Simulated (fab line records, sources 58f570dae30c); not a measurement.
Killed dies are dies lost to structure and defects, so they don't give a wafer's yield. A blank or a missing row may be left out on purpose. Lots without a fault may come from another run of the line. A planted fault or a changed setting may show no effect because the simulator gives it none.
Chamber matching | flow berkeley_cmos170 | UCB170_GATE_ETCH_14 on rie_diel-02: 4 sister chambers
The step etches BARC in N2/H2. 14 wafers are shown with their chamber, then 7 later ones without.

WAFERS WITH THEIR CHAMBER
wafer  | chamber | throttle_valve_pct (%) | oes_product_au (a.u.)
L784.1 | 1       | 12.95                  | 1.029
L784.2 | 0       | 13.19                  | 1.014
L784.4 | 2       | 13.72                  | 1.006
L788.1 | 0       | 13.17                  | 1.015
L788.3 | 2       | 13.72                  | 0.996
L788.5 | 0       | 13.19                  | 1.014
L787.1 | 1       | 12.97                  | 1.025
L787.2 | 0       | 13.16                  | 1.011
L787.4 | 1       | 12.97                  | 1.031
L789.3 | 1       | 12.97                  | 1.028
L789.4 | 0       | 13.19                  | 1.016
L789.6 | 1       | 12.95                  | 1.029
L801.3 | 1       | 12.96                  | 1.023
L801.5 | 3       | 12.95                  | 0.980

SIGNATURES (means of the wafers above)
reading            | chamber 0 | chamber 1 | chamber 2 | chamber 3 | scatter within a chamber
throttle_valve_pct | 13.1800   | 12.9617   | 13.7200   | 12.9500   | 0.0113
oes_product_au     | 1.01400   | 1.02750   | 1.00100   | 0.98000   | 0.00328
Rule: a wafer's distance from a chamber is the root of the sum, over the readings, of the square of ((its reading less the chamber's mean) divided by the reading's scatter). The wafer belongs to the nearest chamber; if the next one is less than 2 further off, it can't be placed. The scatter: the root of (the sum of the squares of (reading less its chamber's mean) over the shown wafers, divided by (wafers less chambers)).

WAFERS WITHOUT THEIR CHAMBER
wafer  | throttle_valve_pct (%) | oes_product_au (a.u.)
L801.6 | 13.74                  | 0.985
L802.2 | 12.95                  | 0.976
L802.4 | 12.94                  | 0.975
L802.6 | 13.73                  | 0.999
L804.3 | 13.75                  | 0.991
L804.4 | 12.96                  | 1.036
L804.5 | 13.74                  | 0.995

WHICH CHAMBER EACH WENT THROUGH
wafer  | from the rows above | in truth
L801.6 | 2                   | 2
L802.2 | 3                   | 3
L802.4 | 3                   | 3
L802.6 | 2                   | 2
L804.3 | 2                   | 2
L804.4 | 1                   | 1
L804.5 | 2                   | 2
Placed correctly: 7 of 7. Can't be placed from these rows: 0. Placed wrongly: 0.
